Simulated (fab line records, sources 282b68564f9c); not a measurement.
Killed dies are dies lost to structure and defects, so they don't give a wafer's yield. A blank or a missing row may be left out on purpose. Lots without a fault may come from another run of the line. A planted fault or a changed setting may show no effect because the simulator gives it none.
Problem report in the 8D (eight disciplines) form, filled by code | flow rit_cmos | the parts of the form that need people (team, actions taken, sign-off) are left out

1. THE PROBLEM
run_length_s at RIT_PLDD_SOFTBAKE_02 reads a mean of 94.57 s on 6 wafers of 2 lots; wafers without a fault read 89.26 s with a standard deviation of 0.13. That is +41 standard deviations from the usual mean.
The step: time 60 s.
First seen on wafer L179.2, day 3 23:47, on litho_track-01. The record holds 42 wafers of 14 lots with a number at this step. Rule for "out", or "out of limits": more than 4 standard deviations from the usual mean. The other wafers with a number count as sound.

2. WHAT IT IS AND WHAT IT IS NOT
question                    | is                     | is not
which readings at this step | run_length_s           | -
which lots                  | L179, L182             | L174, L175, L176, L177, L186, L187, L190, L191, L192, L194, L195, L197
which wafers of those lots  | all that have a number | -
read on which tools         | litho_track-01         | litho_track-02, litho_track-04
when                        | from day 3 23:47       | up to then (12 sound wafers); but 24 sound wafers of L186, L187, L190, L191, L192, L194, L195, L197 came after

3. SUSPECTS, AND WHAT RULES EACH OUT
Counting: a tool at a process step up to the reading stays a suspect if it ran every lot that is out and no sound lot after the first of them.
- litho_track-01 at RIT_PLDD_SOFTBAKE_02 (time 60 s): kept. It ran every lot that is out, first L179 (day 3 23:47), and no sound lot after that; its last sound lot up to then is L176 (day 3 08:07). Its own readings are out on those wafers: run_length_s.
Left after counting: litho_track-01 at RIT_PLDD_SOFTBAKE_02.

4. THE CAUSE (what the simulator had put in)
Process parameter drift: litho_track-01, from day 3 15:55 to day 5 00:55, at RIT_PLDD_SOFTBAKE_02. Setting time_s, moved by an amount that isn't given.
Counting left only this tool.

5. THE CHAIN OF EFFECTS, in route order
Each row: a reading whose mean over the struck wafers that have a number lies more than 3 standard deviations from the usual. Only readings for which the record gives a usual standard deviation are gone through. hours: the time from each lot's start at the first step in this table that gives one to its start at this step, as a median over the lots. sigmas: the change in usual standard deviations.
hours | step                 | reading      | usual   | on struck wafers | change | sigmas
0     | RIT_PLDD_SOFTBAKE_02 | run_length_s | 89.26 s | 94.57            | +5.31  | +41
The process steps in it:
- RIT_PLDD_SOFTBAKE_02: time 60 s.

6. WHAT WOULD HAVE CAUGHT IT SOONER
In this record the first reading out of limits was taken at day 3 23:47, 8 hours after the fault began at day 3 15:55.
